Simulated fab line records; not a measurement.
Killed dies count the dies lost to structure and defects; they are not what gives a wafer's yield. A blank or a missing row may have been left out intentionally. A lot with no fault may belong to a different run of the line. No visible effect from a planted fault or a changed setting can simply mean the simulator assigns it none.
fab line records	flow rit_cmos
record: lots: 7	wafers: 21	last_day: 6
route steps=202 shown ACTIVE@17 FOX1@20 FOX2@23 NWELL@28 PWELL@39 WELLDRIVE@50 M1@202
lots with no fault: from the same line, run without faults
start_h: hours from the record's first day to the start of the lot's first wafer shown	wait_h: hours since the lot's step before	" same as the row above	L1.1+2: a row that stands for several wafers	- value missing, or start not given	* or withheld: withheld	< > ~ a bound
route shown NAME@n: names a module that has steps shown in the file, with the first one's number in the route	usual: mean/standard deviation of fault-free wafers	same: alike in all rows	chamber/n: place in a boat	sites: per-site readings	_std_site: the standard deviation of these	_edge_site: outer sites' mean less inner sites'	radius_mm: for every site, how far away it sits from the centre of the wafer	mask NAME#n: copy n	behind: the last tool/chamber to shape the wafer	hold: the reason the lot was held/the length of the hold in hours/how it ended	device: transistor that didn't switch, given as n, p or np	end of line: the tests these same wafers got at the end of their route	a step without rows: its recipe alone	killed: the dies lost at the first sort to structure and to defects; this is not the yield of the wafer	map: a wafer's dies, x killed, . not, _ none there
set.NAME: the run value of the setting; set.NAME@STEP: its run value at that earlier step	model.NAME: the simulator's own value behind a step, which no gauge read
lots at selected steps of the route; one table per step, one row per wafer
services: when a tool's chamber went out of use (start_h, in hours from the record's first day, below 0 if earlier), for how many hours, and the reason
== steps ==
step: RIT_ACTIVE_CLEAN_15
recipe: chemistry: SC1	mix: 3:3:50	time_s: 600	temp_c: 75
step: RIT_ACTIVE_CLEAN_16
recipe: chemistry: dHF	dilution: 50:1	time_s: 30
step: RIT_ACTIVE_CLEAN_17
recipe: chemistry: SC2	mix: 3:3:50	time_s: 600	temp_c: 75	dry: n2_spin
step: RIT_FOX1_OXIDATION_00
recipe: temp_c: 1100	ambient: H2O	target_thk_a: 3507	p_h2o_torr: 720	ox_time_s: 1130
step: RIT_FOX1_THK_MEAS_01
recipe: reads: SiO2_of_FOX1_OXIDATION_00
usual: FOX1_OXIDE_THK: 347/7.7
lot.wafer	tool	chamber	start_h	wait_h	FOX1_OXIDE_THK[nm]
L646.3	film_metro-01	-	25.85	0.0	340
L646.5	"	-	"	"	336
L646.6	"	-	"	"	338
L648.1	film_metro-04	-	33.94	0.0	354
L648.4	"	-	"	"	353
L648.6	"	-	"	"	355
L651.2	film_metro-04	-	50.14	0.0	334
L651.3	"	-	"	"	343
L651.5	"	-	"	"	334
L652.1	film_metro-04	-	54.71	0.0	360
L652.2	"	-	"	"	366
L652.4	"	-	"	"	369
L653.1	film_metro-04	-	58.70	0.0	356
L653.2	"	-	"	"	357
L653.4	"	-	"	"	353
L661.2	film_metro-04	-	100.41	0.0	339
L661.4	"	-	"	"	337
L661.6	"	-	"	"	337
L662.1	film_metro-01	-	107.15	0.0	357
L662.2	"	-	"	"	349
L662.3	"	-	"	"	353
step: RIT_FOX1_WET_ETCH_02
recipe: chemistry: BOE	target_depth_nm: 350	time_s: 390	temp_c: 21.5	dry: n2_spin	dilution: 10:1	target: SiO2
step: RIT_FOX2_OXIDATION_00
recipe: temp_c: 1100	ambient: H2O	target_thk_a: 3507	p_h2o_torr: 720	ox_time_s: 1130
step: RIT_FOX2_THK_MEAS_01
recipe: reads: SiO2_of_FOX2_OXIDATION_00
usual: FOX2_OXIDE_THK: 346/7.7
lot.wafer	tool	chamber	start_h	wait_h	FOX2_OXIDE_THK[nm]
L646.3	film_metro-04	-	28.78	0.0	349
L646.5	"	-	"	"	351
L646.6	"	-	"	"	348
L648.1	film_metro-04	-	36.61	0.0	345
L648.4	"	-	"	"	350
L648.6	"	-	"	"	349
L651.2	film_metro-01	-	53.28	0.0	349
L651.3	"	-	"	"	353
L651.5	"	-	"	"	347
L652.1	film_metro-01	-	57.14	0.0	350
L652.2	"	-	"	"	347
L652.4	"	-	"	"	352
L653.1	film_metro-01	-	62.56	0.0	347
L653.2	"	-	"	"	343
L653.4	"	-	"	"	343
L661.2	film_metro-01	-	101.90	0.0	336
L661.4	"	-	"	"	337
L661.6	"	-	"	"	335
L662.1	film_metro-04	-	109.68	0.0	342
L662.2	"	-	"	"	347
L662.3	"	-	"	"	340
step: RIT_FOX2_CLEAN_02
recipe: chemistry: dHF	dilution: 50:1	time_s: 180
step: RIT_FOX2_WET_ETCH_03
recipe: chemistry: H3PO4	target: Si3N4	target_depth_nm: 195	temp_c: 165	time_s: 2700
step: RIT_FOX2_THK_MEAS_90
recipe: reads: SiO2_of_FOX2_OXIDATION_00
usual: FIELD_OXIDE_LEFT_1_THK: 319/7.8
lot.wafer	tool	chamber	start_h	wait_h	FIELD_OXIDE_LEFT_1_THK[nm]
L646.3	film_metro-04	-	29.66	0.0	322
L646.5	"	-	"	"	324
L646.6	"	-	"	"	320
L648.1	film_metro-01	-	37.49	0.0	318
L648.4	"	-	"	"	322
L648.6	"	-	"	"	322
L651.2	film_metro-04	-	54.16	0.0	322
L651.3	"	-	"	"	326
L651.5	"	-	"	"	319
L652.1	film_metro-04	-	58.01	0.0	323
L652.2	"	-	"	"	320
L652.4	"	-	"	"	325
L653.1	film_metro-04	-	63.44	0.0	320
L653.2	"	-	"	"	315
L653.4	"	-	"	"	315
L661.2	film_metro-02	-	102.77	0.0	308
L661.4	"	-	"	"	309
L661.6	"	-	"	"	307
L662.1	film_metro-01	-	110.56	0.0	315
L662.2	"	-	"	"	319
L662.3	"	-	"	"	312
step: RIT_NWELL_HMDS_00
recipe: prime_time_s: 60	prime_temp_c: 140
step: RIT_NWELL_COAT_01
recipe: resist: NOVOLAK	spin_rpm: 2000	resist_thk_nm: 1300
usual: chill_plate_temp_C: 23.02/0.099	dispense_pressure_kPa: 49.9/0.57
lot.wafer	tool	chamber	start_h	wait_h	chill_plate_temp_C	dispense_pressure_kPa
L646.3	litho_track-02	0	29.90	0.1	22.95	50.1
L646.5	"	0	"	"	23.10	50.1
L646.6	"	0	"	"	22.93	50.0
L648.1	litho_track-01	0	37.70	0.1	23.06	50.5
L648.4	"	0	"	"	23.06	50.5
L648.6	"	0	"	"	23.10	50.5
L651.2	litho_track-02	-	54.39	0.1	-	-
L651.3	"	-	"	"	-	-
L651.5	"	-	"	"	-	-
L652.1	litho_track-04	-	58.22	0.1	-	-
L652.2	"	-	"	"	-	-
L652.4	"	-	"	"	-	-
L653.1	litho_track-01	-	63.65	0.1	-	-
L653.2	"	-	"	"	-	-
L653.4	"	-	"	"	-	-
L661.2	litho_track-04	0	103.00	0.1	22.92	49.0
L661.4	"	0	"	"	23.05	49.0
L661.6	"	0	"	"	23.17	49.1
L662.1	litho_track-04	0	110.77	0.1	23.03	49.1
L662.2	"	0	"	"	23.05	49.0
L662.3	"	0	"	"	23.01	49.0
step: RIT_NWELL_SOFTBAKE_02
recipe: resist: NOVOLAK	temp_c: 90	time_s: 60
step: RIT_NWELL_EXPOSE_03
recipe: mask_id: M2	na: 0.57	target_cd_nm: 43900	dose_mj: 250
step: RIT_NWELL_PEB_04
recipe: resist: NOVOLAK	temp_c: withheld	time_s: withheld
step: RIT_NWELL_DEVELOP_05
recipe: resist: NOVOLAK	develop_time_s: 68	dev_temp_c: 23
step: RIT_NWELL_OVL_MEAS_06
usual: NWELL_OVL: -0.9/1.4
lot.wafer	tool	chamber	start_h	wait_h	NWELL_OVL[nm]
L646.3	overlay-02	-	30.59	-	-0.8
L646.5	"	-	"	"	-1.1
L646.6	"	-	"	"	-1.6
L648.1	overlay-01	-	38.43	-	-1.6
L648.4	"	-	"	"	-2.3
L648.6	"	-	"	"	-0.3
L651.2	overlay-02	-	55.10	-	-
L651.3	"	-	"	"	-
L651.5	"	-	"	"	-
L652.1	overlay-02	-	59.08	-	-
L652.2	"	-	"	"	-
L652.4	"	-	"	"	-
L653.1	overlay-02	-	64.50	-	-
L653.2	"	-	"	"	-
L653.4	"	-	"	"	-
L661.2	overlay-02	-	103.98	-	-1.5
L661.4	"	-	"	"	0.4
L661.6	"	-	"	"	0.4
L662.1	overlay-01	-	111.50	-	1.6
L662.2	"	-	"	"	-0.3
L662.3	"	-	"	"	-1.9
step: RIT_NWELL_HARDBAKE_07
recipe: resist: NOVOLAK	temp_c: 140	time_s: 120
step: RIT_NWELL_IMPLANT_08
recipe: species: P	energy_kev: 170	dose_cm2: 5e+13	tilt_deg: 7
step: RIT_NWELL_STRIP_09
recipe: chemistry: O2	time_s: 180	resist: NOVOLAK	platen_temp_c: withheld	power_w: 500	pressure_mtorr: 4000	o2_flow_sccm: 4000
usual: drypump_motor_current_A: 5.7/0.31
lot.wafer	tool	chamber	start_h	wait_h	drypump_motor_current_A	rf_hours_counter_h
L646.3	plasma_asher-01	1	31.07	0.1	5.6	-
L646.5	"	0	"	"	6.2	-
L646.6	"	1	"	"	5.6	-
L648.1	plasma_asher-01	1	38.87	0.1	5.6	25
L648.4	"	0	"	"	6.2	-
L648.6	"	0	"	"	6.2	-
L651.2	plasma_asher-04	0	55.53	0.1	5.3	36
L651.3	"	0	"	"	5.3	-
L651.5	"	0	"	"	5.3	-
L652.1	plasma_asher-03	0	59.51	0.1	5.8	43
L652.2	"	1	"	"	5.3	43
L652.4	"	0	"	"	5.8	-
L653.1	plasma_asher-04	1	64.94	0.1	5.7	37
L653.2	"	0	"	"	5.4	37
L653.4	"	1	"	"	5.7	-
L661.2	plasma_asher-01	0	104.41	0.1	6.2	32
L661.4	"	0	"	"	6.2	-
L661.6	"	0	"	"	6.2	-
L662.1	plasma_asher-01	0	111.93	0.1	6.2	33
L662.2	"	1	"	"	5.6	33
L662.3	"	1	"	"	5.6	-
step: RIT_NWELL_TW_MEAS_10
usual: NWELL_TW: 2163/11
lot.wafer	tool	chamber	start_h	wait_h	NWELL_TW
L646.3	film_metro-02	-	31.21	0.1	2168
L646.5	"	-	"	"	2165
L646.6	"	-	"	"	2165
L648.1	film_metro-02	-	39.04	0.1	2151
L648.4	"	-	"	"	2159
L648.6	"	-	"	"	2155
L651.2	film_metro-04	-	55.71	0.1	2175
L651.3	"	-	"	"	2167
L651.5	"	-	"	"	2184
L652.1	film_metro-04	-	59.69	0.1	2177
L652.2	"	-	"	"	2165
L652.4	"	-	"	"	2171
L653.1	film_metro-04	-	65.12	0.1	2169
L653.2	"	-	"	"	2181
L653.4	"	-	"	"	2179
L661.2	film_metro-04	-	104.59	0.1	2175
L661.4	"	-	"	"	2162
L661.6	"	-	"	"	2164
L662.1	film_metro-04	-	112.11	0.1	2162
L662.2	"	-	"	"	2168
L662.3	"	-	"	"	2160
step: RIT_PWELL_HMDS_00
recipe: prime_time_s: 60	prime_temp_c: 140
step: RIT_PWELL_COAT_01
recipe: resist: NOVOLAK	spin_rpm: 2000	resist_thk_nm: 1300
step: RIT_PWELL_SOFTBAKE_02
recipe: resist: NOVOLAK	temp_c: 90	time_s: 60
step: RIT_PWELL_EXPOSE_03
recipe: mask_id: M3	na: 0.57	target_cd_nm: 43700	dose_mj: 250
step: RIT_PWELL_PEB_04
recipe: resist: NOVOLAK	temp_c: withheld	time_s: withheld
step: RIT_PWELL_DEVELOP_05
recipe: resist: NOVOLAK	develop_time_s: 68	dev_temp_c: 23
step: RIT_PWELL_OVL_MEAS_06
usual: PWELL_OVL: 0.1/1.7
lot.wafer	tool	chamber	start_h	wait_h	PWELL_OVL[nm]
L646.3	overlay-02	-	32.27	-	0.0
L646.5	"	-	"	"	-1.3
L646.6	"	-	"	"	1.0
L648.1	overlay-02	-	40.31	-	0.1
L648.4	"	-	"	"	-1.1
L648.6	"	-	"	"	0.6
L651.2	overlay-01	-	56.78	-	-2.1
L651.3	"	-	"	"	-1.1
L651.5	"	-	"	"	-2.6
L652.1	overlay-02	-	60.75	-	0.9
L652.2	"	-	"	"	1.7
L652.4	"	-	"	"	1.9
L653.1	overlay-01	-	66.06	-	-0.6
L653.2	"	-	"	"	-0.7
L653.4	"	-	"	"	0.0
L661.2	overlay-02	-	105.53	-	-0.1
L661.4	"	-	"	"	1.3
L661.6	"	-	"	"	-0.5
L662.1	overlay-02	-	113.24	-	1.7
L662.2	"	-	"	"	1.0
L662.3	"	-	"	"	1.0
step: RIT_PWELL_HARDBAKE_07
recipe: resist: NOVOLAK	temp_c: 140	time_s: 120
step: RIT_PWELL_IMPLANT_08
recipe: species: B	energy_kev: 170	dose_cm2: 7e+13	tilt_deg: 7
step: RIT_PWELL_STRIP_09
recipe: chemistry: O2	time_s: 180	resist: NOVOLAK	platen_temp_c: withheld	power_w: 500	pressure_mtorr: 4000	o2_flow_sccm: 4000
usual: drypump_motor_current_A: 5.9/0.33
lot.wafer	tool	chamber	start_h	wait_h	drypump_motor_current_A	rf_hours_counter_h
L646.3	plasma_asher-02	1	32.75	0.1	5.7	-
L646.5	"	0	"	"	6.3	-
L646.6	"	1	"	"	5.7	-
L648.1	plasma_asher-02	0	40.75	0.1	6.3	40
L648.4	"	0	"	"	6.3	-
L648.6	"	1	"	"	5.7	-
L651.2	plasma_asher-02	1	57.21	0.1	5.7	42
L651.3	"	1	"	"	5.7	-
L651.5	"	0	"	"	6.3	-
L652.1	plasma_asher-01	1	61.19	0.1	5.6	27
L652.2	"	0	"	"	6.2	27
L652.4	"	1	"	"	5.5	-
L653.1	plasma_asher-01	0	66.49	0.1	6.2	27
L653.2	"	1	"	"	5.6	27
L653.4	"	0	"	"	6.2	-
L661.2	plasma_asher-02	1	105.96	0.1	5.7	48
L661.4	"	0	"	"	6.3	-
L661.6	"	1	"	"	5.7	-
L662.1	plasma_asher-01	1	113.68	0.1	5.6	33
L662.2	"	0	"	"	6.2	33
L662.3	"	1	"	"	5.6	-
step: RIT_PWELL_TW_MEAS_10
usual: PWELL_TW: 961/5.9
lot.wafer	tool	chamber	start_h	wait_h	PWELL_TW
L646.3	film_metro-04	-	32.89	0.1	959
L646.5	"	-	"	"	961
L646.6	"	-	"	"	963
L648.1	film_metro-04	-	40.93	0.1	962
L648.4	"	-	"	"	962
L648.6	"	-	"	"	959
L651.2	film_metro-04	-	57.39	0.1	2235
L651.3	"	-	"	"	2235
L651.5	"	-	"	"	2226
L652.1	film_metro-02	-	61.36	0.1	2208
L652.2	"	-	"	"	2214
L652.4	"	-	"	"	2197
L653.1	film_metro-04	-	66.67	0.1	2229
L653.2	"	-	"	"	2238
L653.4	"	-	"	"	2221
L661.2	film_metro-02	-	106.14	0.1	949
L661.4	"	-	"	"	954
L661.6	"	-	"	"	948
L662.1	film_metro-04	-	113.85	0.1	964
L662.2	"	-	"	"	955
L662.3	"	-	"	"	959
step: RIT_WELLDRIVE_ANNEAL_00
recipe: temp_c: 1100	time_s: 14700	ambient: N2
step: RIT_M1_PROBE_99
usual: killed_at_contacts: 0.0/0.23	killed_at_front_end: 7/3.1	killed_dies: 7/3.1	killed_on_rim: 1.8/1.3	killed_open: 3.3/2	killed_short: 3.5/1.9
same: gross_dies: 264	killed_at_M0_to_M3: 0	killed_at_M4_up: 0	killed_at_back_side: 0	killed_at_other: 0
lot.wafer	tool	chamber	start_h	wait_h	killed_at_contacts	killed_at_front_end	killed_dies	killed_on_rim	killed_open	killed_short
L646.3	prober-01	-	72.49	0.2	0	3	3	1	2	1
L646.5	prober-01	-	72.59	0.2	0	3	3	2	2	1
L646.6	prober-01	-	72.64	0.2	0	12	12	1	8	4
L648.1	prober-01	-	84.33	0.1	0	3	3	0	2	1
L648.4	prober-01	-	84.48	0.2	0	7	7	3	3	4
L648.6	prober-01	-	84.58	0.2	1	6	7	0	2	5
L651.2	prober-02	-	97.02	0.1	0	264	264	70	2	3
L651.3	prober-02	-	97.07	0.2	0	264	264	70	4	2
L651.5	prober-02	-	97.17	0.2	0	264	264	70	6	5
L652.1	prober-01	-	104.20	0.1	0	264	264	70	9	6
L652.2	prober-01	-	104.25	0.1	0	264	264	70	3	2
L652.4	prober-01	-	104.35	0.2	0	264	264	70	3	4
L653.1	prober-02	-	105.70	0.1	0	264	264	70	5	4
L653.2	prober-02	-	105.75	0.1	0	264	264	70	5	5
L653.4	prober-02	-	105.85	0.2	0	264	264	70	3	2
L661.2	prober-02	-	143.65	0.1	0	11	11	1	3	7
L661.4	prober-02	-	143.75	0.2	0	5	5	4	4	1
L661.6	prober-02	-	143.85	0.2	0	12	12	2	6	5
L662.1	prober-01	-	148.64	0.1	0	5	5	1	3	2
L662.2	prober-01	-	148.69	0.1	0	6	6	1	3	3
L662.3	prober-01	-	148.74	0.2	0	6	6	4	2	4
killed by level:class
L646.3 FOX1:geometric_particle:open=1 FOX2:geometric_particle:short=1 GATE:geometric_particle:open=1
L646.5 FOX1:geometric_particle:open=1 FOX1:geometric_particle:short=1 REOX:geometric_particle:open=1
L646.6 FOX1:geometric_particle:open=3 GATE:geometric_particle:open=2 GATE:geometric_particle:short=2 FOX2:geometric_particle:open=1 FOX2:geometric_particle:short=1 REOX:geometric_particle:open=1 SILICIDE:geometric_particle:short=1 SILICIDE:geometric_particle:open=1
L648.1 GATE:geometric_particle:short=1 GATE:geometric_particle:open=1 REOX:geometric_particle:open=1
L648.4 SILICIDE:geometric_particle:short=2 GATE:geometric_particle:open=1 GATE:geometric_particle:short=1 REOX:geometric_particle:open=1 REOX:geometric_particle:short=1 SPACER:geometric_particle:open=1
L648.6 GATE:geometric_particle:short=2 GATE:geometric_particle:open=2 FOX2:geometric_particle:short=1 REOX:geometric_particle:short=1 CONTACT:geometric_particle:short=1
L651.2 NWELL:area_expose=259 FOX1:geometric_particle:short=1 GATE:geometric_particle:open=1 GATE:geometric_particle:short=1 SPACER:geometric_particle:open=1 SPACER:geometric_particle:short=1
L651.3 NWELL:area_expose=258 SILICIDE:geometric_particle:short=2 GATE:geometric_particle:open=1 REOX:geometric_particle:open=1 SPACER:geometric_particle:open=1 SILICIDE:geometric_particle:open=1
L651.5 NWELL:area_expose=253 SILICIDE:geometric_particle:short=3 REOX:geometric_particle:open=2 FOX2:geometric_particle:open=1 GATE:geometric_particle:open=1 GATE:geometric_particle:short=1 REOX:geometric_particle:short=1 SPACER:geometric_particle:open=1
L652.1 NWELL:area_expose=249 GATE:geometric_particle:open=4 FOX1:geometric_particle:short=3 FOX1:geometric_particle:open=2 REOX:geometric_particle:open=2 SPACER:geometric_particle:short=2 FOX2:geometric_particle:open=1 REOX:geometric_particle:short=1
L652.2 NWELL:area_expose=259 FOX1:geometric_particle:open=1 GATE:geometric_particle:open=1 GATE:geometric_particle:short=1 REOX:geometric_particle:short=1 SPACER:geometric_particle:open=1
L652.4 NWELL:area_expose=257 FOX2:geometric_particle:short=2 GATE:geometric_particle:open=2 FOX1:geometric_particle:short=1 REOX:geometric_particle:short=1 SPACER:geometric_particle:open=1
L653.1 NWELL:area_expose=255 FOX2:geometric_particle:short=2 GATE:geometric_particle:open=2 REOX:geometric_particle:open=2 GATE:geometric_particle:short=1 REOX:geometric_particle:short=1 SILICIDE:geometric_particle:open=1
L653.2 NWELL:area_expose=254 GATE:geometric_particle:open=3 GATE:geometric_particle:short=2 REOX:geometric_particle:short=2 FOX2:geometric_particle:open=1 FOX2:geometric_particle:short=1 REOX:geometric_particle:open=1
L653.4 NWELL:area_expose=259 GATE:geometric_particle:short=2 GATE:geometric_particle:open=2 SILICIDE:geometric_particle:open=1
L661.2 GATE:geometric_particle:short=5 SPACER:geometric_particle:open=3 REOX:geometric_particle:short=1 SPACER:geometric_particle:short=1 PLDD:coat_microbubble_printed=1
L661.4 REOX:geometric_particle:open=3 SPACER:geometric_particle:short=1 SPACER:geometric_particle:open=1
L661.6 GATE:geometric_particle:short=2 SPACER:geometric_particle:short=2 SILICIDE:geometric_particle:open=2 FOX1:geometric_particle:open=1 FOX1:geometric_particle:short=1 GATE:geometric_particle:open=1 REOX:geometric_particle:open=1 SPACER:geometric_particle:open=1
L662.1 FOX1:geometric_particle:short=1 GATE:geometric_particle:open=1 REOX:geometric_particle:open=1 SPACER:geometric_particle:open=1 SILICIDE:geometric_particle:short=1
L662.2 FOX1:geometric_particle:short=1 FOX1:geometric_particle:open=1 GATE:geometric_particle:short=1 GATE:geometric_particle:open=1 SPACER:geometric_particle:open=1 SILICIDE:geometric_particle:short=1
L662.3 GATE:geometric_particle:short=2 FOX1:geometric_particle:open=1 FOX2:geometric_particle:short=1 GATE:geometric_particle:open=1 SPACER:geometric_particle:short=1
map L651.2 (x killed, . not)
________xxxxxxx_______
_____xxxxxxxxxxxxx____
____xxxxxxxxxxxxxxx___
___xxxxxxxxxxxxxxxxx__
__xxxxxxxxxxxxxxxxxxx_
__xxxxxxxxxxxxxxxxxxx_
_xxxxxxxxxxxxxxxxxxxxx
_xxxxxxxxxxxxxxxxxxxxx
_xxxxxxxxxxxxxxxxxxxxx
_xxxxxxxxxxxxxxxxxxxxx
__xxxxxxxxxxxxxxxxxxx_
__xxxxxxxxxxxxxxxxxxx_
___xxxxxxxxxxxxxxxxx__
____xxxxxxxxxxxxxxx___
_____xxxxxxxxxxxxx____
________xxxxxxx_______
map L652.1 (x killed, . not)
________xxxxxxx_______
_____xxxxxxxxxxxxx____
____xxxxxxxxxxxxxxx___
___xxxxxxxxxxxxxxxxx__
__xxxxxxxxxxxxxxxxxxx_
__xxxxxxxxxxxxxxxxxxx_
_xxxxxxxxxxxxxxxxxxxxx
_xxxxxxxxxxxxxxxxxxxxx
_xxxxxxxxxxxxxxxxxxxxx
_xxxxxxxxxxxxxxxxxxxxx
__xxxxxxxxxxxxxxxxxxx_
__xxxxxxxxxxxxxxxxxxx_
___xxxxxxxxxxxxxxxxx__
____xxxxxxxxxxxxxxx___
_____xxxxxxxxxxxxx____
________xxxxxxx_______
== services ==
tool	chamber	start_h	hours	kind
plasma_asher-03	-	7.41	1.5	repair
plasma_asher-01	-	39.76	1.2	repair
plasma_asher-04	-	62.61	0.7	repair
plasma_asher-04	-	91.79	1.4	repair
plasma_asher-04	-	99.32	2.8	repair
plasma_asher-04	-	108.75	9.0	pm
plasma_asher-04	0	108.75	9.0	vent_cycle
plasma_asher-04	1	108.75	9.0	vent_cycle
== key ==
first_sign: step: RIT_NWELL_COAT_01	reading: tool_record	direction: missing
effect: step: RIT_NWELL_OVL_MEAS_06	reading: NWELL_OVL	direction: missing
effect: step: RIT_PWELL_TW_MEAS_10	reading: PWELL_TW	direction: up	sigmas: 99+	usual: 961	struck: 2223
effect: step: RIT_M1_PROBE_99	reading: killed_dies	direction: up	sigmas: 84	usual: 7	struck: 264
more_kills_born_at: RIT_NWELL_EXPOSE_03@iline_stepper-02: 1538	RIT_NWELL_EXPOSE_03@iline_stepper-01: 765
met_at RIT_NWELL_COAT_01
struck_wafers L651.2,L651.3,L651.5,L652.1,L652.2,L652.4,L653.1,L653.2,L653.4
tester_left_out L651,L652,L653
onset_between 37.70 54.39
fault: kind: skipped_step_whole	tool: litho_track-01,litho_track-02,litho_track-04	chamber: -	onset_h: 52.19	steps: RIT_NWELL_COAT_01	scope: struck_lots_only
tester_left_out: of these lots the tester's yield and bins aren't shown, on N5 and GAA mostly nor the transistor test; their killed dies are dies lost to structure and defects alone, not to doping, threshold or leakage, so they don't give the yield
